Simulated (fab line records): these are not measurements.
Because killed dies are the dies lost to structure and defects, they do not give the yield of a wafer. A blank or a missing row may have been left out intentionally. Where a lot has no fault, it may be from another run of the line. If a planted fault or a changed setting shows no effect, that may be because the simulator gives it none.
What tool caused it? || flow berkeley_cmos170 || 18 wafers from 6 lots sampled at 4 of the route's 331 steps

== WHAT THE GAUGES SHOWED, per wafer ==
UCB170_NLDD_CD_MEAS_06: target cd 1200 nm.
{"lot": "L366", "measured": "day 8 09:55", "on": "cd_sem-01", "cd_nm (nm)": "957.1 957.1 956.3"}
{"lot": "L368", "measured": "day 8 07:44", "on": "cd_sem-01", "cd_nm (nm)": "1200.8 1203.0 1203.5"}
{"lot": "L375", "measured": "day 9 15:26", "on": "cd_sem-01", "cd_nm (nm)": "1199.6 1199.0 1199.3"}
{"lot": "L378", "measured": "day 11 02:13", "on": "cd_sem-01", "cd_nm (nm)": "1200.2 1200.6 1200.5"}
{"lot": "L379", "measured": "day 11 01:34", "on": "cd_sem-02", "cd_nm (nm)": "1199.4 1198.8 1199.5"}
{"lot": "L383", "measured": "day 12 02:34", "on": "cd_sem-02", "cd_nm (nm)": "1199.7 1199.0 1199.5"}

== EACH LOT AND THE TOOL THAT RAN IT (in order: tool; ch and the chambers of the sampled wafers; start) ==
{"lot": "L366", "UCB170_ZERO_STRIP_07": "plasma_asher-01 ch 0,1, day 2 17:49", "UCB170_PWELL_STRIP_16": "plasma_asher-01 ch 0,1, day 4 04:13", "UCB170_NLDD_EXPOSE_03": "krf_scanner-01 ch 0, day 8 08:10"}
{"lot": "L368", "UCB170_ZERO_STRIP_07": "plasma_asher-03 ch 0,1, day 3 00:16", "UCB170_PWELL_STRIP_16": "plasma_asher-04 ch 0,1, day 4 04:29", "UCB170_NLDD_EXPOSE_03": "krf_scanner-02 ch 0, day 8 06:26"}
{"lot": "L375", "UCB170_ZERO_STRIP_07": "plasma_asher-01 ch 0,1, day 4 09:31", "UCB170_PWELL_STRIP_16": "plasma_asher-01 ch 0,1, day 5 20:01", "UCB170_NLDD_EXPOSE_03": "krf_scanner-02 ch 0, day 9 14:23"}
{"lot": "L378", "UCB170_ZERO_STRIP_07": "plasma_asher-03 ch 0,1, day 5 08:56", "UCB170_PWELL_STRIP_16": "plasma_asher-01 ch 0,1, day 6 19:59", "UCB170_NLDD_EXPOSE_03": "krf_scanner-01 ch 0, day 11 01:07"}
{"lot": "L379", "UCB170_ZERO_STRIP_07": "plasma_asher-02 ch 0,1, day 5 18:35", "UCB170_PWELL_STRIP_16": "plasma_asher-02 ch 0,1, day 6 22:57", "UCB170_NLDD_EXPOSE_03": "krf_scanner-01 ch 0, day 11 00:28"}
{"lot": "L383", "UCB170_ZERO_STRIP_07": "plasma_asher-01 ch 0,1, day 6 05:48", "UCB170_PWELL_STRIP_16": "plasma_asher-02 ch 0,1, day 7 22:58", "UCB170_NLDD_EXPOSE_03": "krf_scanner-01 ch 0, day 12 02:10"}
- UCB170_ZERO_STRIP_07: strips in O2.
- UCB170_PWELL_STRIP_16: strips in O2.
- UCB170_NLDD_EXPOSE_03: exposes mask NSELECT, target cd 1200 nm.

== THE ANSWER, worked out from the rows above alone ==
Rule: what is usual is taken from the lots themselves. Put in order of their means at a reading, lots are off if they are a third of the lots or fewer, leave a main group of 4 or more, and stand apart from it by a gap of 3 or more times the standard deviation of the main group's means; of several such gaps the widest counts. A main group is skipped when, at the precision printed for the reading in the tables above, its means are all equal. Also off: a lot with no number at a reading for which 4 or more lots have one. Any other lot the step has rows for is counted as sound.
Off at UCB170_NLDD_CD_MEAS_06 (cd_nm): L366. The main group has a mean of 1200.2 nm with a standard deviation of 1.2.
A tool fits if, at a process step before that reading, it ran every lot that is off, and no sound lot after the first of them. The gauges at UCB170_NLDD_CD_MEAS_06 are tried like those tools. Of those tried, none fits.

== WHAT HAD BEEN PUT IN BY THE SIMULATOR ==
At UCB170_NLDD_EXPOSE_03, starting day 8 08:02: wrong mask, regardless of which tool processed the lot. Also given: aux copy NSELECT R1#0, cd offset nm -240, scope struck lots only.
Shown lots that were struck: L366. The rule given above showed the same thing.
